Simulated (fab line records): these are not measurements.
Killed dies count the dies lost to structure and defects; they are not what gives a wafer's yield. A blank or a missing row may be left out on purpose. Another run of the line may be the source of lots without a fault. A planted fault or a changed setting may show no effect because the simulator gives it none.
Lot-split experiment / flow berkeley_cmos170 / 23 wafers read from 5 lots, route of 331 steps

ABOUT THE SPLIT
At UCB170_M3_METAL_ETCH_18 (etches Al in Cl2/BCl3, stops on SiO2, target depth 1170 nm, time 195 s), the setting over_etch_frac was moved away from the recipe's 0.3 on 5 of the 23 wafers read, by +19.2% to +29.5%. The other wafers ran this setting at the recipe's value.

The file shows no step between the split and the reading.

THE READING
oes_product_au, in a.u., at UCB170_M3_STRIP_19 (strips in O2). Fault-free wafers of this fab line usually give 0.549 a.u., standard deviation 0.012 a.u.

wafer=L077.1; tool, chamber at the split=rie_metal-03, 1; over_etch_frac as run=0.3; against the recipe=recipe; oes_product_au, a.u.=0.551; against lot-mates on the recipe=-
wafer=L077.4; tool, chamber at the split=rie_metal-03, 1; over_etch_frac as run=0.3; against the recipe=recipe; oes_product_au, a.u.=0.565; against lot-mates on the recipe=-
wafer=L077.6; tool, chamber at the split=rie_metal-03, 1; over_etch_frac as run=0.3; against the recipe=recipe; oes_product_au, a.u.=0.562; against lot-mates on the recipe=-
wafer=L076.2; tool, chamber at the split=rie_metal-02, 0; over_etch_frac as run=0.3577; against the recipe=+19.2%; oes_product_au, a.u.=0.516; against lot-mates on the recipe=-0.024
wafer=L076.3; tool, chamber at the split=rie_metal-02, 1; over_etch_frac as run=0.3577; against the recipe=+19.2%; oes_product_au, a.u.=0.506; against lot-mates on the recipe=-0.034
wafer=L076.4; tool, chamber at the split=rie_metal-02, 0; over_etch_frac as run=0.3; against the recipe=recipe; oes_product_au, a.u.=0.538; against lot-mates on the recipe=-
wafer=L076.5; tool, chamber at the split=rie_metal-02, 0; over_etch_frac as run=0.3; against the recipe=recipe; oes_product_au, a.u.=0.542; against lot-mates on the recipe=-
wafer=L076.6; tool, chamber at the split=rie_metal-02, 1; over_etch_frac as run=0.3577; against the recipe=+19.2%; oes_product_au, a.u.=0.505; against lot-mates on the recipe=-0.035
wafer=L080.1; tool, chamber at the split=rie_metal-03, 0; over_etch_frac as run=0.3; against the recipe=recipe; oes_product_au, a.u.=0.550; against lot-mates on the recipe=-
wafer=L080.3; tool, chamber at the split=rie_metal-03, 0; over_etch_frac as run=0.3; against the recipe=recipe; oes_product_au, a.u.=0.546; against lot-mates on the recipe=-
wafer=L080.4; tool, chamber at the split=rie_metal-03, 1; over_etch_frac as run=0.3; against the recipe=recipe; oes_product_au, a.u.=0.566; against lot-mates on the recipe=-
wafer=L080.5; tool, chamber at the split=rie_metal-03, 0; over_etch_frac as run=0.3886; against the recipe=+29.5%; oes_product_au, a.u.=0.510; against lot-mates on the recipe=-0.044
wafer=L080.6; tool, chamber at the split=rie_metal-03, 1; over_etch_frac as run=0.3886; against the recipe=+29.5%; oes_product_au, a.u.=0.519; against lot-mates on the recipe=-0.035
wafer=L079.1; tool, chamber at the split=rie_metal-04, 1; over_etch_frac as run=0.3; against the recipe=recipe; oes_product_au, a.u.=0.532; against lot-mates on the recipe=-
wafer=L079.2; tool, chamber at the split=rie_metal-04, 0; over_etch_frac as run=0.3; against the recipe=recipe; oes_product_au, a.u.=0.555; against lot-mates on the recipe=-
wafer=L079.4; tool, chamber at the split=rie_metal-04, 0; over_etch_frac as run=0.3; against the recipe=recipe; oes_product_au, a.u.=0.546; against lot-mates on the recipe=-
wafer=L079.5; tool, chamber at the split=rie_metal-04, 1; over_etch_frac as run=0.3; against the recipe=recipe; oes_product_au, a.u.=0.542; against lot-mates on the recipe=-
wafer=L079.6; tool, chamber at the split=rie_metal-04, 0; over_etch_frac as run=0.3; against the recipe=recipe; oes_product_au, a.u.=0.546; against lot-mates on the recipe=-
wafer=L082.1; tool, chamber at the split=rie_metal-04, 1; over_etch_frac as run=0.3; against the recipe=recipe; oes_product_au, a.u.=0.525; against lot-mates on the recipe=-
wafer=L082.2; tool, chamber at the split=rie_metal-04, 0; over_etch_frac as run=0.3; against the recipe=recipe; oes_product_au, a.u.=0.544; against lot-mates on the recipe=-
wafer=L082.3; tool, chamber at the split=rie_metal-04, 0; over_etch_frac as run=0.3; against the recipe=recipe; oes_product_au, a.u.=0.539; against lot-mates on the recipe=-
wafer=L082.4; tool, chamber at the split=rie_metal-04, 1; over_etch_frac as run=0.3; against the recipe=recipe; oes_product_au, a.u.=0.525; against lot-mates on the recipe=-
wafer=L082.6; tool, chamber at the split=rie_metal-04, 1; over_etch_frac as run=0.3; against the recipe=recipe; oes_product_au, a.u.=0.522; against lot-mates on the recipe=-

THE FIT
A straight line over all 23 wafers: oes_product_au changes by -0.0013 a.u. for each +1% of over_etch_frac; r = -0.73; the points scatter about the line by 0.013 a.u.
The same after taking each lot's own level away (the mean of its wafers on the recipe; 23 wafers): -0.00144 a.u. for each +1%; r = -0.89; scatter 0.0075 a.u.
The reading moves by 0.042 a.u. for the largest change in over_etch_frac, on that fit.
Across the lots, their own levels run from 0.5310 to 0.5593 a.u., a range of 2.4 times the standard deviation given above.
So the lot-to-lot level blurs the effect unless lot-mates are compared.
Check: -0.042 a.u. against its lot-mates is what the line predicts for one of the wafers moved furthest among these (+29.5%) when that wafer is left out of the fit. It came out at -0.044 a.u. against them.

ADDITIONAL SPLITS CARRIED BY THESE WAFERS
Other splits were also applied to these wafers ahead of the reading. Each is held against what the fit with the lots' levels taken away leaves over:
other split on the same wafers=UCB170_M2_COAT_10 spin_rpm; wafers away from the commonest value=10; r with oes_product_au (lot level and that fit taken away)=-0.03
other split on the same wafers=UCB170_V2_COAT_07 resist_thk_nm; wafers away from the commonest value=11; r with oes_product_au (lot level and that fit taken away)=+0.24
other split on the same wafers=UCB170_M3_SPUTTER_01 chamber_pressure_pa; wafers away from the commonest value=15; r with oes_product_au (lot level and that fit taken away)=-0.07

THE WHOLE CHAIN: every reading that the file lists as answering this split, in the file's order
step=UCB170_M3_METAL_ETCH_18; what it does=etches Al in Cl2/BCl3, stops on SiO2, target depth 1170 nm, time 195 s; reading=KrF_of_M3_COAT_10.thk_nm (the simulator's own value, which no gauge read); change (the file's fit)=-1.46 nm for each +1% of the setting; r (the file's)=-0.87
step=UCB170_M3_STRIP_19; what it does=strips in O2; reading=oes_product_au; change (the file's fit)=-0.00142 a.u. for each +1% of the setting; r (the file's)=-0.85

FILE'S OWN FIT
oes_product_au changes by -0.00142 a.u. for each +1% of over_etch_frac, r = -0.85.
